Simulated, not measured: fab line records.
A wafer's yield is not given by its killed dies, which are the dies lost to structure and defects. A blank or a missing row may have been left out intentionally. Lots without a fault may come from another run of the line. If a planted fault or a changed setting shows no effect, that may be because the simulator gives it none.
fab line records + flow berkeleyCmos170
record
- lots=7
- wafers=21
- lastDay=14
route steps=331 shown FIELD@96 SACOX@97 SCREENOX@100 NVT@104
lots with no fault: from the same line, run without faults
startH: the number of hours between the record's first day and the start of the first shown wafer of the lot + waitH: hours from the lot's prior step to this one + " unchanged from the row above + L1.1+2: several wafers, shown together as one row + - value missing, or start not given + * or withheld: withheld + < > ~ a bound
route shown NAME@n: names a module that has steps shown in the file, with the first one's number in the route + usual: mean/standard deviation of fault-free wafers + same: alike in all rows + chamber/n: place in a boat + sites: per-site readings + _std_site: standard deviation of those values + _edge_site: the outer-site mean with the inner-site mean subtracted + radiusMm: for every site, how far away it sits from the centre of the wafer + mask NAME#n: copy n + behind: tool/chamber where the wafer was last shaped + hold: why the lot went on hold/how many hours it stayed there/how the hold came to an end + device: which transistor (n, p or np) failed to switch + end of line: tests of these same wafers at the route's end + step lacking rows: just its recipe + killed: count of dies lost to structure and defects at first sort (not the wafer's yield) + map: the dies of a wafer, with x for killed, . for not killed, _ for no die there
set.NAME: the setting the step ran with; set.NAME@STEP: the setting that earlier step ran with + model.NAME: the simulator's own value behind a step, which no gauge read
lots at some steps of the route; a table a step, a row a wafer
## steps
# step UCB170_FIELD_THK_MEAS_90
# recipe
- reads=SiO2_of_FIELD_OXIDATION_01
# usual
- FIELD_OXIDE_LEFT_1_THK=446/11
| lot.wafer | tool         | chamber | startH | waitH | FIELD_OXIDE_LEFT_1_THK[nm] |
|-----------|--------------|---------|--------|-------|----------------------------|
| L476.1    | filmMetro-01 | -       | 155.93 | 0.0   | 458                        |
| L476.2    | "            | -       | "      | "     | 455                        |
| L476.5    | "            | -       | "      | "     | 443                        |
| L480.1    | filmMetro-02 | -       | 168.87 | 0.0   | 445                        |
| L480.3    | "            | -       | "      | "     | 450                        |
| L480.6    | "            | -       | "      | "     | 448                        |
| L481.1    | filmMetro-02 | -       | 175.80 | 0.0   | 437                        |
| L481.4    | "            | -       | "      | "     | 428                        |
| L481.6    | "            | -       | "      | "     | 430                        |
| L482.1    | filmMetro-04 | -       | 175.80 | 0.0   | 450                        |
| L482.4    | "            | -       | "      | "     | 452                        |
| L482.5    | "            | -       | "      | "     | 454                        |
| L488.1    | filmMetro-01 | -       | 225.88 | 0.0   | 433                        |
| L488.3    | "            | -       | "      | "     | 440                        |
| L488.6    | "            | -       | "      | "     | 436                        |
| L491.2    | filmMetro-04 | -       | 236.02 | 0.0   | 423                        |
| L491.5    | "            | -       | "      | "     | 415                        |
| L491.6    | "            | -       | "      | "     | 417                        |
| L492.2    | filmMetro-01 | -       | 240.54 | 0.0   | 461                        |
| L492.4    | "            | -       | "      | "     | 449                        |
| L492.6    | "            | -       | "      | "     | 454                        |
# step UCB170_SACOX_CLEAN_00
# recipe
- chemistry=dHF
- dilution=25:1
- timeS=7.5
# step UCB170_SACOX_OXIDATION_01
# recipe
- tempC=900
- ambient=O2
- targetThkA=144
- oxTimeS=2400
# step UCB170_SACOX_THK_MEAS_02
# recipe
- reads=SiO2_of_SACOX_OXIDATION_01
# usual
- SACOX_OXIDE_THK=14.52/0.22
| lot.wafer | tool         | chamber | startH | waitH | SACOX_OXIDE_THK[nm] |
|-----------|--------------|---------|--------|-------|---------------------|
| L476.1    | filmMetro-03 | -       | 163.09 | 0.0   | 14.66               |
| L476.2    | "            | -       | "      | "     | 14.64               |
| L476.5    | "            | -       | "      | "     | 14.44               |
| L480.1    | filmMetro-02 | -       | 174.87 | 0.0   | 14.14               |
| L480.3    | "            | -       | "      | "     | 14.54               |
| L480.6    | "            | -       | "      | "     | 14.07               |
| L481.1    | filmMetro-02 | -       | 182.35 | 0.0   | 14.40               |
| L481.4    | "            | -       | "      | "     | 14.56               |
| L481.6    | "            | -       | "      | "     | 14.62               |
| L482.1    | filmMetro-03 | -       | 182.35 | 0.0   | 14.66               |
| L482.4    | "            | -       | "      | "     | 14.77               |
| L482.5    | "            | -       | "      | "     | 14.33               |
| L488.1    | filmMetro-03 | -       | 233.79 | 0.0   | 14.45               |
| L488.3    | "            | -       | "      | "     | 14.59               |
| L488.6    | "            | -       | "      | "     | 14.42               |
| L491.2    | filmMetro-02 | -       | 240.99 | 0.1   | 14.56               |
| L491.5    | "            | -       | "      | "     | 14.41               |
| L491.6    | "            | -       | "      | "     | 14.37               |
| L492.2    | filmMetro-03 | -       | 248.01 | 0.1   | 14.50               |
| L492.4    | "            | -       | "      | "     | 14.67               |
| L492.6    | "            | -       | "      | "     | 14.61               |
# step UCB170_SCREENOX_WET_ETCH_00
# recipe
- chemistry=dHF
- dilution=25:1
- target=SiO2
- tempC=25
- timeS=200
# step UCB170_SCREENOX_OXIDATION_01
# recipe
- tempC=900
- ambient=O2
- targetThkA=144
- oxTimeS=2400
# step UCB170_SCREENOX_THK_MEAS_02
# recipe
- reads=SiO2_of_SCREENOX_OXIDATION_01
# usual
- SCREENOX_OXIDE_THK=14.44/0.25
| lot.wafer | tool         | chamber | startH | waitH | SCREENOX_OXIDE_THK[nm] |
|-----------|--------------|---------|--------|-------|------------------------|
| L476.1    | filmMetro-02 | -       | 169.11 | 0.0   | 14.38                  |
| L476.2    | "            | -       | "      | "     | 14.38                  |
| L476.5    | "            | -       | "      | "     | 14.12                  |
| L480.1    | filmMetro-02 | -       | 180.27 | 0.0   | 14.48                  |
| L480.3    | "            | -       | "      | "     | 14.18                  |
| L480.6    | "            | -       | "      | "     | 14.17                  |
| L481.1    | filmMetro-02 | -       | 188.46 | 0.0   | 14.23                  |
| L481.4    | "            | -       | "      | "     | 14.13                  |
| L481.6    | "            | -       | "      | "     | 14.19                  |
| L482.1    | filmMetro-04 | -       | 188.46 | 0.0   | 13.93                  |
| L482.4    | "            | -       | "      | "     | 13.88                  |
| L482.5    | "            | -       | "      | "     | 14.13                  |
| L488.1    | filmMetro-04 | -       | 237.93 | 0.0   | 14.30                  |
| L488.3    | "            | -       | "      | "     | 14.11                  |
| L488.6    | "            | -       | "      | "     | 14.23                  |
| L491.2    | filmMetro-04 | -       | 248.29 | 0.0   | 14.71                  |
| L491.5    | "            | -       | "      | "     | 14.72                  |
| L491.6    | "            | -       | "      | "     | 14.73                  |
| L492.2    | filmMetro-02 | -       | 254.42 | 0.0   | 14.48                  |
| L492.4    | "            | -       | "      | "     | 14.34                  |
| L492.6    | "            | -       | "      | "     | 14.62                  |
# step UCB170_SCREENOX_ANNEAL_03
# recipe
- tempC=900
- timeS=900
- ambient=N2
# step UCB170_NVT_HMDS_00
# recipe
- primeTimeS=60
- primeTempC=100
# step UCB170_NVT_COAT_01
# recipe
- resist=KrF
- spinRpm=1500
- resistThkNm=900
# step UCB170_NVT_SOFTBAKE_02
# recipe
- resist=KrF
- tempC=130
- timeS=60
# step UCB170_NVT_EXPOSE_03
# recipe
- maskId=PWELL
- targetCdNm=3000
- na=0.5
- sigmaOuter=0.6
- sourceShape=conventional
- doseMj=30
# step UCB170_NVT_PEB_04
# recipe
- pebTempC=130
- pebTimeS=withheld
- resist=KrF
# usual
- chillPlateTempC=23.00/0.12
- exhaustPa=45.1/0.74
| lot.wafer | tool          | chamber | startH | waitH | chillPlateTempC | exhaustPa |
|-----------|---------------|---------|--------|-------|-----------------|-----------|
| L476.1    | lithoTrack-01 | 0       | 175.95 | 0.3   | 23.06           | 45.3      |
| L476.2    | "             | 0       | "      | "     | 23.12           | 45.4      |
| L476.5    | "             | 0       | "      | "     | 22.87           | 45.8      |
| L480.1    | lithoTrack-04 | -       | 186.80 | 0.1   | -               | -         |
| L480.3    | "             | -       | "      | "     | -               | -         |
| L480.6    | "             | -       | "      | "     | -               | -         |
| L482.1    | lithoTrack-04 | -       | 195.75 | 0.1   | -               | -         |
| L482.4    | "             | -       | "      | "     | -               | -         |
| L482.5    | "             | -       | "      | "     | -               | -         |
| L481.1    | lithoTrack-03 | -       | 195.99 | 0.1   | -               | -         |
| L481.4    | "             | -       | "      | "     | -               | -         |
| L481.6    | "             | -       | "      | "     | -               | -         |
| L488.1    | lithoTrack-04 | 0       | 243.14 | 0.1   | 23.16           | 46.1      |
| L488.3    | "             | 0       | "      | "     | 23.12           | 45.2      |
| L488.6    | "             | 0       | "      | "     | 23.00           | 45.7      |
| L491.2    | lithoTrack-01 | 0       | 255.77 | 0.4   | 22.96           | 44.7      |
| L491.5    | "             | 0       | "      | "     | 22.82           | 45.9      |
| L491.6    | "             | 0       | "      | "     | 22.77           | 45.0      |
| L492.2    | lithoTrack-04 | 0       | 260.23 | 0.5   | 23.04           | 43.9      |
| L492.4    | "             | 0       | "      | "     | 23.16           | 44.2      |
| L492.6    | "             | 0       | "      | "     | 23.00           | 45.8      |
# step UCB170_NVT_DEVELOP_05
# recipe
- developer=TMAH
- developTimeS=45
- resist=KrF
- devTempC=21
## key
firstSign
- step=UCB170_NVT_PEB_04
- reading=toolRecord
- direction=missing
effect none on later readings
metAt UCB170_NVT_PEB_04
struckWafers L480.1,L480.3,L480.6,L481.1,L481.4,L481.6,L482.1,L482.4,L482.5
sortLeftOut L480.1,L480.3,L480.6,L481.1,L481.4,L481.6,L482.1,L482.4,L482.5
testerLeftOut L480,L481,L482
fault
- kind=skippedStepWhole
- tool=lithoTrack-03,lithoTrack-04
- chamber=-
- onsetH=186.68
- steps=UCB170_NVT_PEB_04
- scope=struckLotsOnly
# testerLeftOut: of these lots the tester's yield and bins aren't shown, on N5 and GAA mostly nor the transistor test; their killed dies are dies lost to structure and defects alone, not to doping, threshold or leakage, so they don't give the yield
# sortLeftOut: the simulated sort isn't trusted on such a fault, so these wafers' sort isn't shown, and their yield isn't known
